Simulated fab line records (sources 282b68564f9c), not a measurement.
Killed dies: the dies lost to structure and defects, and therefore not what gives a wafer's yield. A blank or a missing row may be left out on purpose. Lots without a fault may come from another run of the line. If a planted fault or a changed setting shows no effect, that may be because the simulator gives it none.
Struck lot and sound lot, side by side    flow rit-cmos    44 out of 202 route steps
Sound: these wafers, L897.2, L897.5, L897.6. Struck: wafers L905.1, L905.5, L905.6. Last of all comes the cause.
Per side, at each step with rows, come the tool, then ch with its chambers, and then its first start. Under that, the readings that differ: sound wafers    struck wafers    difference of the means    sigmas: that difference in standard deviations of wafers without a fault.
alike: readings with means less than 2 such deviations apart, plus words and numbers identical on both sides. not compared: withheld readings, readings lacking a value on some wafer, bounds such as >300 that could conceal the same value, and numbers that have no deviation in the record and whose values overlap.
A row with sigmas, a row that says differs or no value, or rows on one side alone: a step with any of these is where the two part. When numbers do not overlap yet have no deviation, they are printed without sigmas and do not part them. A reading missing from all wafers of one side parts the sides only when that side holds two or more wafers.

first, 2 steps without rows for these wafers: RIT_NLDD_HARDBAKE_07 (time 60 s); RIT_NLDD_IMPLANT_08.
RIT_NLDD_STRIP_09: strips in O2, time 180 s.
  sound on plasma-asher-01 ch 0,1, day 5 07:50; struck on plasma-asher-02 ch 0,1, day 7 00:49
  alike: drypump-motor-current-A
  not compared: rf-hours-counter-h
RIT_NLDD_TW_MEAS_10:
  sound on film-metro-03 at day 5 08:02; struck on film-metro-02 at day 7 00:59
  alike: NLDD_TW
then, 6 steps without rows for these wafers: RIT_PLDD_HMDS_00 (prime time 60 s); RIT_PLDD_COAT_01 (resist thk 1000 nm); RIT_PLDD_SOFTBAKE_02 (time 60 s); RIT_PLDD_EXPOSE_03 (exposes mask M8, target cd 40900 nm); RIT_PLDD_PEB_04; RIT_PLDD_DEVELOP_05 (develop time 50 s).
RIT_PLDD_OVL_MEAS_06:
  sound on overlay-02 at day 5 08:56; struck on overlay-02 at day 7 01:53
  alike: PLDD_OVL
then, 1 step without rows for these wafers: RIT_PLDD_HARDBAKE_07 (time 60 s).
RIT_PLDD_IMPLANT_08:
  sound on implanter-02 ch 0, day 5 09:08; struck on implanter-03 ch 0, day 7 02:05
reading                    sound                 struck                difference  sigmas
beam-energy-keV            19.996 19.995 19.993  18.399 18.395 18.395  -1.598      -99 or more
model.implant.rp-nm (nm)   17.48 17.48 17.48     16.85 16.85 16.85     -0.63       
model.implant.drp-nm (nm)  9.752 9.752 9.752     9.195 9.195 9.195     -0.557      
  alike: dose-ions-cm2, end-station-pressure-torr
RIT_PLDD_STRIP_09: strips in O2, time 180 s.
  sound on plasma-asher-02 ch 0,1, day 5 09:16; struck on plasma-asher-02 ch 0,1, day 7 02:14
  alike: drypump-motor-current-A
  not compared: rf-hours-counter-h
RIT_PLDD_TW_MEAS_10:
  sound on film-metro-01 at day 5 09:27; struck on film-metro-01 at day 7 02:24
reading  sound           struck          difference  sigmas
PLDD_TW  2326 2342 2353  2300 2293 2280  -49         -4
then, 4 steps without rows for these wafers: RIT_SPACER_CLEAN_00 (cleans in SC1, time 600 s); RIT_SPACER_CLEAN_01 (cleans in dHF, time 30 s); RIT_SPACER_CLEAN_02 (cleans in SC2, time 600 s); RIT_SPACER_CVD_03 (deposits Si3N4 from SiH2Cl2/NH3, target thk 250 nm, time 3300 s).
RIT_SPACER_THK_MEAS_04:
  sound on film-metro-04 at day 5 11:47; struck on film-metro-01 at day 7 05:06
  alike: SPACER_NITRIDE_THK
RIT_SPACER_ETCHBACK_05: etches Si3N4 in SF6/CHF3, stops on SiO2, target depth 250 nm, time 229.8 s.
  sound on rie-diel-03 ch 0,1,3, day 5 11:50; struck on rie-diel-01 ch 0,1,2, day 7 05:10
  alike: CHF3_flow_sccm, SF6_flow_sccm, drypump-motor-current-A, oes-product-au, throttle-valve-pct
  not compared: rf-hours-counter-h
then, 6 steps without rows for these wafers: RIT_NSD_HMDS_00 (prime time 60 s); RIT_NSD_COAT_01 (resist thk 1000 nm); RIT_NSD_SOFTBAKE_02 (time 60 s); RIT_NSD_EXPOSE_03 (exposes mask M9, target cd 40700 nm); RIT_NSD_PEB_04; RIT_NSD_DEVELOP_05 (develop time 50 s).
RIT_NSD_OVL_MEAS_06:
  sound on overlay-02 at day 5 12:59; struck on overlay-01 at day 7 06:10
  alike: NSD_OVL
then, 2 steps without rows for these wafers: RIT_NSD_HARDBAKE_07 (time 60 s); RIT_NSD_IMPLANT_08.
RIT_NSD_STRIP_09: strips in O2, time 180 s.
  sound on plasma-asher-04 ch 0,1, day 5 13:19; struck on plasma-asher-01 ch 0,1, day 7 06:29
  alike: drypump-motor-current-A
  not compared: rf-hours-counter-h
RIT_NSD_TW_MEAS_10:
  sound on film-metro-02 at day 5 13:29; struck on film-metro-02 at day 7 06:40
  alike: NSD_TW
then, 6 steps without rows for these wafers: RIT_PSD_HMDS_00 (prime time 60 s); RIT_PSD_COAT_01 (resist thk 1000 nm); RIT_PSD_SOFTBAKE_02 (time 60 s); RIT_PSD_EXPOSE_03 (exposes mask M10, target cd 40900 nm); RIT_PSD_PEB_04; RIT_PSD_DEVELOP_05 (develop time 50 s).
RIT_PSD_OVL_MEAS_06:
  sound on overlay-01 at day 5 14:24; struck on overlay-02 at day 7 07:35
  alike: PSD_OVL
then, 2 steps without rows for these wafers: RIT_PSD_HARDBAKE_07 (time 60 s); RIT_PSD_IMPLANT_08.
RIT_PSD_STRIP_09: strips in O2, time 180 s.
  sound on plasma-asher-04 ch 0,1, day 5 14:56; struck on plasma-asher-03 ch 0,1, day 7 07:57
  alike: drypump-motor-current-A
  not compared: rf-hours-counter-h
RIT_SDANNEAL_RS_MEAS_06: the measuring method here is four-point-probe.
  sound on film-metro-02 at day 5 15:53; struck on film-metro-01 at day 7 08:51
reading           sound              struck             difference  sigmas
PLDD_RS (ohm/sq)  179.1 179.0 179.8  185.6 186.0 186.5  +6.7        +10
RIT_M1_PROBE_99:
  sound on prober-01 at day 5 23:23; struck on prober-02 at day 7 16:13
reading                       sound              struck             difference  sigmas
model.etest.pldd.rs-ohm-sq    542.8 527.2 516.4  579.7 581.1 587.2  +53.9       
model.etest.pldd.line-ohm-um  173.2 167.7 165.5  181.3 181.2 185.7  +13.9       
  alike: killed-at-contacts, killed-at-front-end, killed-dies, killed-open, killed-short

## WHERE THEY PART
At RIT_PLDD_IMPLANT_08 first; at RIT_SDANNEAL_RS_MEAS_06 last (within this record only). Later steps at which nothing parts them and some readings are alike: RIT_M1_PROBE_99.

WHY: whatever the simulator had introduced
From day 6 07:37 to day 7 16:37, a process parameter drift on implanter-03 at RIT_PLDD_IMPLANT_08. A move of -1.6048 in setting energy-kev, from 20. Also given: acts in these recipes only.
